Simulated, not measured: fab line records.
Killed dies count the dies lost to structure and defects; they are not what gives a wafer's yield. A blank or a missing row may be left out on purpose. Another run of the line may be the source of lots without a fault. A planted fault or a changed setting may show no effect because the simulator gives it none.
fab line records    flow ritCmos
record lots=5  wafers=15  lastDay=7
route steps=202 shown GATE@79 FOX2@80 M1@202
lots that met no fault: from a run of the same line without faults
startH: the number of hours between the record's first day and the start of the first shown wafer of the lot    waitH: hours since the lot's step before    " same as the row above    L1.1+2: a row that stands for several wafers    - no value, or no start given    * or withheld: withheld    < > ~ a bound
route shown NAME@n: names a module that has steps shown in the file, with the first one's number in the route    usual: the fault-free wafers' mean and standard deviation    same: alike in all rows    chamber/n: place in a boat    sites: per-site readings    _std_site: the standard deviation of these    _edge_site: mean of outer sites minus mean of inner sites    radiusMm: how far each site lies from the wafer's centre    mask NAME#n: copy n    behind: the tool/chamber that last shaped the wafer    hold: why the lot went on hold/how many hours it stayed there/how the hold came to an end    device: names the non-switching transistor (n, p or np)    end of line: at the end of the route, the tests of the same wafers    for a step that has no rows: nothing shown but its recipe    killed: dies that structure and defects cost at the first sort, which is not the same as the wafer's yield    map: shows each die of a wafer: x if killed, . if not, _ if none is there
set.NAME: the setting that was run; set.NAME@STEP: the one run at that earlier step    model.NAME: the simulator's own value behind a step, which no gauge read
lots at some steps of the route; a table a step, a row a wafer
services: the hour from which a tool's chamber was out of use, counted from the record's first day as startH (under 0 if before that day), plus the number of hours and why
## steps
# step RIT_GATE_CLEAN_04
# recipe chemistry=dHF  dilution=50:1  timeS=60  dry=n2Spin
# step RIT_FOX2_THK_MEAS_91
# recipe reads=SiO2_of_FOX2_OXIDATION_00
# usual FIELD_OXIDE_LEFT_2_THK=255/6.5
lot.wafer  tool          chamber  startH  waitH  FIELD_OXIDE_LEFT_2_THK[nm]
L706.1     filmMetro-04  -        42.94   0.0    254
L706.2     "             -        "       "      257
L706.4     "             -        "       "      258
L711.1     filmMetro-03  -        71.99   0.0    256
L711.4     "             -        "       "      253
L711.5     "             -        "       "      254
L719.1     filmMetro-01  -        108.99  0.0    256
L719.4     "             -        "       "      257
L719.6     "             -        "       "      258
L723.1     filmMetro-01  -        128.40  0.0    248
L723.2     "             -        "       "      240
L723.5     "             -        "       "      262
L724.3     filmMetro-03  -        134.45  0.0    264
L724.5     "             -        "       "      265
L724.6     "             -        "       "      267
# step RIT_GATE_OXIDATION_05
# recipe tempC=900  ambient=O2  targetThkA=30  oxTimeS=270
# step RIT_GATE_ANNEAL_06
# recipe tempC=900  timeS=600  ambient=N2O
# step RIT_GATE_THK_MEAS_07
# recipe reads=SiO2_of_GATE_OXIDATION_05
# usual GATE_OXIDE_THK=3.02/0.062
lot.wafer  tool          chamber  startH  waitH  GATE_OXIDE_THK[nm]
L706.1     filmMetro-04  -        44.32   0.0    3.00
L706.2     "             -        "       "      3.03
L706.4     "             -        "       "      2.99
L711.1     filmMetro-04  -        76.25   0.0    2.87
L711.4     "             -        "       "      2.94
L711.5     "             -        "       "      2.96
L719.1     filmMetro-04  -        111.89  0.0    3.05
L719.4     "             -        "       "      3.05
L719.6     "             -        "       "      3.02
L723.1     filmMetro-03  -        130.69  0.0    3.02
L723.2     "             -        "       "      3.03
L723.5     "             -        "       "      3.02
L724.3     filmMetro-04  -        140.31  0.0    2.99
L724.5     "             -        "       "      3.02
L724.6     "             -        "       "      2.96
# step RIT_GATE_CVD_08
# recipe material=poly-Si  targetThkNm=250  tempC=610  precursor=SiH4  timeS=2220  pressureMtorr=300  sih4FlowSccm=100
# step RIT_GATE_THK_MEAS_09
# recipe reads=poly-Si_of_GATE_CVD_08
# usual GATE_POLY_THK=249.4/2.3
lot.wafer  tool          chamber  startH  waitH  GATE_POLY_THK[nm]
L706.1     filmMetro-04  -        46.15   0.0    248.9
L706.2     "             -        "       "      250.9
L706.4     "             -        "       "      250.6
L711.1     filmMetro-01  -        77.92   0.0    254.1
L711.4     "             -        "       "      253.8
L711.5     "             -        "       "      254.7
L719.1     filmMetro-04  -        113.57  0.0    248.6
L719.4     "             -        "       "      250.0
L719.6     "             -        "       "      248.6
L723.1     filmMetro-01  -        133.18  0.0    249.8
L723.2     "             -        "       "      247.3
L723.5     "             -        "       "      248.0
L724.3     filmMetro-03  -        141.99  0.0    252.0
L724.5     "             -        "       "      251.4
L724.6     "             -        "       "      252.5
# step RIT_GATE_HMDS_10
# recipe primeTimeS=60  primeTempC=140
# step RIT_GATE_COAT_11
# recipe resist=NOVOLAK  spinRpm=4250  resistThkNm=833.8
# step RIT_GATE_SOFTBAKE_12
# recipe resist=NOVOLAK  tempC=90  timeS=60
# step RIT_GATE_EXPOSE_13
# recipe maskId=M6  na=0.6  sourceShape=conventional  sigmaOuter=0.6  targetCdNm=150  doseMj=380
# step RIT_GATE_PEB_14
# recipe resist=NOVOLAK  tempC=withheld  timeS=withheld
# step RIT_GATE_DEVELOP_15
# recipe resist=NOVOLAK  developTimeS=50  devTempC=23
lot.wafer   tool           chamber  startH  waitH
L706.1+2+4  lithoTrack-01  0        46      -
L711.1+4+5  lithoTrack-02  0        78      -
L719.1+4+6  lithoTrack-01  0        114     -
L723.1+2+5  lithoTrack-02  0        134     -
L724.3+5+6  lithoTrack-03  0        143     -
# step RIT_GATE_CD_MEAS_16
# recipe targetCdNm=150
# usual cdNm=149.8/2.1
lot.wafer  tool      chamber  startH  waitH  cdNm
L706.1     cdSem-01  -        47.13   -      150.2
L706.2     "         -        "       "      151.6
L706.4     "         -        "       "      153.3
L711.1     cdSem-02  -        79.08   -      146.6
L711.4     "         -        "       "      147.1
L711.5     "         -        "       "      148.5
L719.1     cdSem-01  -        114.61  -      141.7
L719.4     "         -        "       "      141.5
L719.6     "         -        "       "      141.5
L723.1     cdSem-01  -        134.21  -      150.4
L723.2     "         -        "       "      148.6
L723.5     "         -        "       "      147.7
L724.3     cdSem-02  -        143.17  -      147.7
L724.5     "         -        "       "      147.8
L724.6     "         -        "       "      147.3
# step RIT_GATE_OVL_MEAS_17
# usual GATE_OVL=0.0/1.6
lot.wafer  tool        chamber  startH  waitH  GATE_OVL[nm]
L706.1     overlay-01  -        47.25   0.1    -4.8
L706.2     "           -        "       "      -2.6
L706.4     "           -        "       "      -1.9
L711.1     overlay-01  -        79.20   0.1    1.6
L711.4     "           -        "       "      0.1
L711.5     "           -        "       "      1.1
L719.1     overlay-01  -        114.73  0.1    0.3
L719.4     "           -        "       "      -1.4
L719.6     "           -        "       "      1.1
L723.1     overlay-02  -        134.33  0.1    -2.3
L723.2     "           -        "       "      -2.8
L723.5     "           -        "       "      -2.8
L724.3     overlay-02  -        143.27  0.1    0.3
L724.5     "           -        "       "      -0.2
L724.6     "           -        "       "      -1.3
# step RIT_GATE_HARDBAKE_18
# recipe resist=NOVOLAK  tempC=140  timeS=60
# step RIT_GATE_ETCH_19
# recipe chemistry=SF6/CHF3/O2  timeS=165  SF6_flow_sccm=30  CHF3_flow_sccm=30  O2_flow_sccm=5  target=poly-Si  pressureMtorr=40  rfW=160  targetDepthA=3125  overEtchFrac=0.2744  stopOn=SiO2
# usual drypumpMotorCurrentA=5.9/0.42  heBacksideLeakSccm=2.6/0.3  oesProductAu=0.840/0.011  throttleValvePct=10.28/0.14
lot.wafer  tool      chamber  startH  waitH  drypumpMotorCurrentA  heBacksideLeakSccm  oesProductAu  rfHoursCounterH  throttleValvePct  model.GATE.cdNm
L706.1     rieSi-01  3        47.46   0.1    5.1                   3.3                 0.843         149              10.44             150.3
L706.2     "         2        "       "      6.5                   2.6                 0.841         3                10.17             151.7
L706.4     "         0        "       "      5.6                   2.5                 0.833         1                10.56             153.3
L711.1     rieSi-02  1        79.39   0.1    5.8                   2.7                 0.845         146              10.40             146.5
L711.4     "         1        "       "      5.8                   2.8                 0.840         -                10.37             146.8
L711.5     "         2        "       "      6.4                   2.3                 0.848         -                10.22             147.9
L719.1     rieSi-02  2        114.91  0.1    6.4                   2.4                 0.832         2                10.24             141.5
L719.4     "         3        "       "      5.9                   2.9                 0.857         0                10.23             141.5
L719.6     "         2        "       "      6.4                   2.2                 0.831         -                10.23             141.5
L723.1     rieSi-02  2        134.52  0.1    6.4                   2.4                 0.835         3                10.22             150.2
L723.2     "         3        "       "      5.9                   2.6                 0.838         0                10.24             148.3
L723.5     "         3        "       "      5.9                   2.6                 0.844         -                10.24             147.7
L724.3     rieSi-01  1        143.44  0.1    5.6                   2.4                 0.857         68               10.12             147.6
L724.5     "         2        "       "      6.4                   2.9                 0.842         -                10.15             147.6
L724.6     "         1        "       "      5.7                   2.5                 0.860         -                10.12             147.1
# step RIT_GATE_STRIP_20
# recipe chemistry=O2  timeS=180  resist=NOVOLAK  platenTempC=withheld  powerW=500  pressureMtorr=4000  o2FlowSccm=4000
# usual drypumpMotorCurrentA=5.62/0.24
lot.wafer  tool            chamber  startH  waitH  drypumpMotorCurrentA  rfHoursCounterH
L706.1     plasmaAsher-04  0        47.57   0.1    5.93                  40
L706.2     "               1        "       "      5.69                  40
L706.4     "               0        "       "      5.93                  -
L711.1     plasmaAsher-04  0        79.50   0.1    5.94                  44
L711.4     "               1        "       "      5.69                  -
L711.5     "               1        "       "      5.67                  -
L719.1     plasmaAsher-04  0        115.02  0.1    5.93                  48
L719.4     "               0        "       "      5.93                  -
L719.6     "               1        "       "      5.68                  -
L723.1     plasmaAsher-02  1        134.63  0.1    5.66                  34
L723.2     "               0        "       "      5.13                  34
L723.5     "               1        "       "      5.66                  -
L724.3     plasmaAsher-02  1        143.61  0.1    5.66                  -
L724.5     "               1        "       "      5.67                  -
L724.6     "               0        "       "      5.13                  -
# step RIT_M1_PROBE_99
# usual killedAtContacts=0.1/0.23  killedAtFrontEnd=6/3.1  killedDies=6/3.1  killedOpen=3.2/1.9  killedShort=3.2/2.1
# same grossDies=264  killed_at_M0_to_M3=0  killed_at_M4_up=0  killedAtBackSide=0  killedAtOther=0
lot.wafer  tool       chamber  startH  waitH  killedAtContacts  killedAtFrontEnd  killedDies  killedOpen  killedShort  model.etest.pmos_0p3.rOnOhmUm  model.etest.pmosTurned.rOnOhmUm  model.etest.pmos_0p15.rOnOhmUm  model.etest.nmos_0p15.rOnOhmUm  model.etest.nmos_0p3.rOnOhmUm  model.etest.nmos_0p15.driveUaUm  model.etest.pmos_0p15.driveUaUm  model.etest.npolyLine.lineOhmUm
L706.1     prober-02  -        68.69   0.1    0                 7                 7           4           3            6291                           3424                             2755                            1138                            2179                           461.5                            256.8                            162.7
L706.2     prober-02  -        68.74   0.1    0                 5                 5           2           3            6359                           3557                             2850                            1156                            2206                           450.8                            244.5                            161.1
L706.4     prober-02  -        68.84   0.2    0                 3                 3           3           0            6361                           3562                             2885                            1184                            2209                           448.4                            244.5                            158.7
L711.1     prober-01  -        101.29  0.1    0                 9                 9           4           5            6169                           3411                             2731                            1133                            2179                           485.8                            266.5                            167.2
L711.4     prober-01  -        101.44  0.2    1                 8                 9           3           6            6213                           3376                             2711                            1127                            2156                           490.6                            269                              170.1
L711.5     prober-01  -        101.49  0.2    0                 4                 4           3           1            6251                           3459                             2760                            1149                            2175                           475.8                            260.1                            168.6
L719.1     prober-02  -        159.04  0.3    0                 6                 6           2           4            6292                           3375                             2688                            1105                            2144                           496.1                            264.9                            183
L719.4     prober-02  -        159.19  0.4    0                 3                 3           2           1            6307                           3409                             2680                            1115                            2135                           491                              266.4                            182.5
L719.6     prober-02  -        159.29  0.4    0                 6                 6           2           4            6244                           3404                             2682                            1105                            2128                           495.6                            264.5                            184.3
L723.1     prober-02  -        159.34  0.6    0                 11                11          6           5            6400                           3580                             2875                            1138                            2131                           478.2                            245.7                            161
L723.2     prober-02  -        159.39  0.6    0                 10                10          9           1            6420                           3518                             2829                            1151                            2141                           484.1                            251.8                            167.4
L723.5     prober-02  -        159.54  0.7    0                 13                13          4           9            6352                           3543                             2809                            1120                            2116                           490.5                            253                              167.5
L724.3     prober-02  -        166.88  0.2    0                 7                 7           6           1            6378                           3446                             2752                            1152                            2200                           467.4                            256.7                            169.4
L724.5     prober-02  -        166.98  0.2    0                 8                 8           6           2            6374                           3506                             2783                            1154                            2193                           472.7                            256.9                            168.5
L724.6     prober-02  -        167.03  0.2    1                 6                 7           3           4            6296                           3446                             2735                            1150                            2163                           475.6                            260.4                            173
# killed by level:class
L706.1 SILICIDE:geometricParticle:open=2 FOX1:geometricParticle:open=1 GATE:geometricParticle:short=1 GATE:geometricParticle:open=1 SPACER:geometricParticle:short=1 SILICIDE:geometricParticle:short=1
L706.2 FOX1:geometricParticle:open=1 FOX1:geometricParticle:short=1 GATE:geometricParticle:short=1 GATE:geometricParticle:open=1 REOX:geometricParticle:short=1
L706.4 GATE:geometricParticle:open=1 REOX:geometricParticle:open=1 SPACER:geometricParticle:open=1
L711.1 GATE:geometricParticle:open=2 FOX1:geometricParticle:short=1 FOX1:geometricParticle:open=1 FOX2:geometricParticle:short=1 GATE:geometricParticle:short=1 REOX:geometricParticle:short=1 REOX:geometricParticle:open=1 SPACER:geometricParticle:short=1
L711.4 REOX:geometricParticle:short=3 FOX2:geometricParticle:short=2 FOX1:geometricParticle:open=1 GATE:geometricParticle:open=1 SPACER:geometricParticle:open=1 CONTACT:geometricParticle:short=1
L711.5 GATE:geometricParticle:open=2 FOX2:geometricParticle:open=1 GATE:geometricParticle:short=1
L719.1 REOX:geometricParticle:short=2 FOX2:geometricParticle:short=1 GATE:geometricParticle:open=1 GATE:geometricParticle:short=1 REOX:geometricParticle:open=1
L719.4 GATE:geometricParticle:open=1 REOX:geometricParticle:open=1 SPACER:geometricParticle:short=1
L719.6 FOX1:geometricParticle:short=2 REOX:geometricParticle:open=2 GATE:geometricParticle:short=1 REOX:geometricParticle:short=1
L723.1 GATE:geometricParticle:short=4 FOX1:geometricParticle:open=2 GATE:geometricParticle:open=2 FOX1:geometricParticle:short=1 REOX:geometricParticle:open=1 SILICIDE:geometricParticle:open=1
L723.2 GATE:geometricParticle:open=4 FOX1:geometricParticle:open=2 SILICIDE:geometricParticle:open=2 GATE:geometricParticle:short=1 REOX:geometricParticle:open=1
L723.5 GATE:geometricParticle:short=3 REOX:geometricParticle:open=3 REOX:geometricParticle:short=2 SPACER:geometricParticle:short=2 FOX1:geometricParticle:short=1 SILICIDE:geometricParticle:short=1 SILICIDE:geometricParticle:open=1
L724.3 REOX:geometricParticle:open=3 FOX1:geometricParticle:open=2 SPACER:geometricParticle:short=1 SILICIDE:geometricParticle:open=1
L724.5 GATE:geometricParticle:open=3 REOX:geometricParticle:open=2 FOX1:geometricParticle:open=1 FOX1:geometricParticle:short=1 SPACER:geometricParticle:short=1
L724.6 FOX1:geometricParticle:short=3 ACTIVE:geometricParticle:open=1 FOX1:geometricParticle:open=1 GATE:geometricParticle:open=1 CONTACT:geometricParticle:short=1
## services
tool            chamber  startH  hours  kind
plasmaAsher-02  -        48.76   7.4    repair
rieSi-02        3        76.72   -      clean
rieSi-02        3        76.72   33.0   scheduledDown
rieSi-02        3        76.72   33.0   ventCycle
rieSi-02        -        80.75   0.7    repair
rieSi-01        0        80.95   7.0    repair
plasmaAsher-02  -        97.46   1.3    repair
rieSi-01        3        110.41  -      clean
rieSi-01        3        110.41  23.3   scheduledDown
rieSi-01        3        110.41  23.3   ventCycle
plasmaAsher-04  -        125.17  1.5    repair
rieSi-02        1        126.92  -      clean
rieSi-02        1        126.92  25.0   scheduledDown
rieSi-02        1        126.92  25.0   ventCycle
rieSi-02        3        137.40  1.8    repair
## key
firstSign step=RIT_GATE_CD_MEAS_16  reading=cdNm  direction=down  sigmas=3.9  usual=149.8  struck=141.6
effect none on later readings
modelEffect step=RIT_GATE_ETCH_19  value=GATE.cdNm  without=150.3  struck=141.5
modelEffect step=RIT_M1_PROBE_99  value=etest.pmos_0p3.rOnOhmUm  without=6491  struck=6281
metAt RIT_GATE_DEVELOP_15
struckWafers L719.1,L719.4,L719.6
testerLeftOut L719
onsetBetween 46 114
fault kind=processParameterDrift  tool=lithoTrack-01  chamber=-  onsetH=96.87  steps=RIT_GATE_DEVELOP_15  channel=developTimeS  offset=*  shape=step  endH=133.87  actsIn=*  stated=*
# testerLeftOut: of these lots the tester's yield and bins aren't shown, on N5 and GAA mostly nor the transistor test; their killed dies are dies lost to structure and defects alone, not to doping, threshold or leakage, so they don't give the yield
